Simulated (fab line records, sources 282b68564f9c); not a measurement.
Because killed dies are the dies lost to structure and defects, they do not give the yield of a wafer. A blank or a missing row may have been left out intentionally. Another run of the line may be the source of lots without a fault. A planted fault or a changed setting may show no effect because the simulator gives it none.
Lot-split experiment / flow ritCmos / route with 202 steps; 5 lots, 23 wafers read

SPLIT DETAILS
At RIT_NSD_SOFTBAKE_02 (time 60 s), the setting tempC was moved away from the recipe's 90 C on 10 of the 23 wafers read, by -3.6% to -2.2%. This setting was run at the recipe's value on the other wafers.

FROM THE SPLIT TO THE READING: what the file shows between them, 2 steps
- RIT_NSD_EXPOSE_03: exposes mask M9, target cd 40700 nm
- RIT_NSD_PEB_04

THE READING
NOVOLAK_of_NSD_COAT_01.thkNm (the simulator's own value, which no gauge read), in nm, at RIT_NSD_DEVELOP_05 (develop time 50 s). There is no usual value for it anywhere in the file. Here, 13 wafers ran the recipe; their average is 984.0 nm with a standard deviation of 2.7 nm.

wafer=L074.1; tool, chamber at the split=lithoTrack-02, 0; tempC as run, C=86.78; against the recipe=-3.6%; NOVOLAK_of_NSD_COAT_01.thkNm, nm=994.5; against lot-mates on the recipe=+7.4
wafer=L074.2; tool, chamber at the split=lithoTrack-02, 0; tempC as run, C=90; against the recipe=recipe; NOVOLAK_of_NSD_COAT_01.thkNm, nm=988.8; against lot-mates on the recipe=-
wafer=L074.3; tool, chamber at the split=lithoTrack-02, 0; tempC as run, C=90; against the recipe=recipe; NOVOLAK_of_NSD_COAT_01.thkNm, nm=987.7; against lot-mates on the recipe=-
wafer=L074.5; tool, chamber at the split=lithoTrack-02, 0; tempC as run, C=90; against the recipe=recipe; NOVOLAK_of_NSD_COAT_01.thkNm, nm=984.9; against lot-mates on the recipe=-
wafer=L074.6; tool, chamber at the split=lithoTrack-02, 0; tempC as run, C=86.78; against the recipe=-3.6%; NOVOLAK_of_NSD_COAT_01.thkNm, nm=991.6; against lot-mates on the recipe=+4.5
wafer=L076.1; tool, chamber at the split=lithoTrack-02, 0; tempC as run, C=90; against the recipe=recipe; NOVOLAK_of_NSD_COAT_01.thkNm, nm=985; against lot-mates on the recipe=-
wafer=L076.2; tool, chamber at the split=lithoTrack-02, 0; tempC as run, C=90; against the recipe=recipe; NOVOLAK_of_NSD_COAT_01.thkNm, nm=985.7; against lot-mates on the recipe=-
wafer=L076.5; tool, chamber at the split=lithoTrack-02, 0; tempC as run, C=90; against the recipe=recipe; NOVOLAK_of_NSD_COAT_01.thkNm, nm=986.5; against lot-mates on the recipe=-
wafer=L078.1; tool, chamber at the split=lithoTrack-02, 0; tempC as run, C=90; against the recipe=recipe; NOVOLAK_of_NSD_COAT_01.thkNm, nm=983.5; against lot-mates on the recipe=-
wafer=L078.6; tool, chamber at the split=lithoTrack-02, 0; tempC as run, C=90; against the recipe=recipe; NOVOLAK_of_NSD_COAT_01.thkNm, nm=983.5; against lot-mates on the recipe=-
wafer=L078.3; tool, chamber at the split=lithoTrack-02, 0; tempC as run, C=88.03; against the recipe=-2.2%; NOVOLAK_of_NSD_COAT_01.thkNm, nm=992.6; against lot-mates on the recipe=+9.1
wafer=L078.4; tool, chamber at the split=lithoTrack-02, 0; tempC as run, C=88.03; against the recipe=-2.2%; NOVOLAK_of_NSD_COAT_01.thkNm, nm=986.5; against lot-mates on the recipe=+3.0
wafer=L078.5; tool, chamber at the split=lithoTrack-02, 0; tempC as run, C=88.03; against the recipe=-2.2%; NOVOLAK_of_NSD_COAT_01.thkNm, nm=990.3; against lot-mates on the recipe=+6.8
wafer=L080.1; tool, chamber at the split=lithoTrack-01, 0; tempC as run, C=86.9; against the recipe=-3.4%; NOVOLAK_of_NSD_COAT_01.thkNm, nm=988; against lot-mates on the recipe=+7.4
wafer=L080.3; tool, chamber at the split=lithoTrack-01, 0; tempC as run, C=90; against the recipe=recipe; NOVOLAK_of_NSD_COAT_01.thkNm, nm=980.3; against lot-mates on the recipe=-
wafer=L080.4; tool, chamber at the split=lithoTrack-01, 0; tempC as run, C=90; against the recipe=recipe; NOVOLAK_of_NSD_COAT_01.thkNm, nm=979.5; against lot-mates on the recipe=-
wafer=L080.5; tool, chamber at the split=lithoTrack-01, 0; tempC as run, C=86.9; against the recipe=-3.4%; NOVOLAK_of_NSD_COAT_01.thkNm, nm=989.3; against lot-mates on the recipe=+8.7
wafer=L080.6; tool, chamber at the split=lithoTrack-01, 0; tempC as run, C=90; against the recipe=recipe; NOVOLAK_of_NSD_COAT_01.thkNm, nm=982; against lot-mates on the recipe=-
wafer=L082.1; tool, chamber at the split=lithoTrack-01, 0; tempC as run, C=87.66; against the recipe=-2.6%; NOVOLAK_of_NSD_COAT_01.thkNm, nm=986.8; against lot-mates on the recipe=+4.6
wafer=L082.2; tool, chamber at the split=lithoTrack-01, 0; tempC as run, C=90; against the recipe=recipe; NOVOLAK_of_NSD_COAT_01.thkNm, nm=982.6; against lot-mates on the recipe=-
wafer=L082.4; tool, chamber at the split=lithoTrack-01, 0; tempC as run, C=90; against the recipe=recipe; NOVOLAK_of_NSD_COAT_01.thkNm, nm=981.8; against lot-mates on the recipe=-
wafer=L082.5; tool, chamber at the split=lithoTrack-01, 0; tempC as run, C=87.66; against the recipe=-2.6%; NOVOLAK_of_NSD_COAT_01.thkNm, nm=986.1; against lot-mates on the recipe=+3.9
wafer=L082.6; tool, chamber at the split=lithoTrack-01, 0; tempC as run, C=87.66; against the recipe=-2.6%; NOVOLAK_of_NSD_COAT_01.thkNm, nm=985.9; against lot-mates on the recipe=+3.7

THE FIT
A straight line over all 23 wafers: NOVOLAK_of_NSD_COAT_01.thkNm changes by -1.82 nm for each +1% of tempC; r = -0.71; the points scatter about the line by 2.8 nm.
The same after taking each lot's own level away (the mean of its wafers on the recipe; 23 wafers): -2 nm for each +1%; r = -0.88; scatter 1.7 nm.
On that fit, the largest move of tempC shifts the reading by 7.2 nm.
From 980.60 to 987.13 nm: that is the span of the lots' own levels, equal to 2.4 times the standard deviation above.
So the lot-to-lot level blurs the effect unless lot-mates are compared.
Check: for one of the wafers moved furthest among these (-3.6%), held out of the fit, the line's prediction against its lot-mates is +7.24 nm. Against them it came out at +7.37 nm.

THESE WAFERS: OTHER SPLITS
Before the reading, these wafers also passed through other splits. Each is held against what the fit with the lots' levels taken away leaves over:
other split on the same wafers=RIT_SPACER_CLEAN_00 timeS; wafers away from the commonest value=18; r with NOVOLAK_of_NSD_COAT_01.thkNm (lot level and that fit taken away)=-0.20
other split on the same wafers=RIT_SPACER_ETCHBACK_05 timeS; wafers away from the commonest value=10; r with NOVOLAK_of_NSD_COAT_01.thkNm (lot level and that fit taken away)=+0.07

FILE'S OWN FIT
NOVOLAK_of_NSD_COAT_01.thkNm changes by -2.02 nm for each +1% of tempC, r = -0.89.
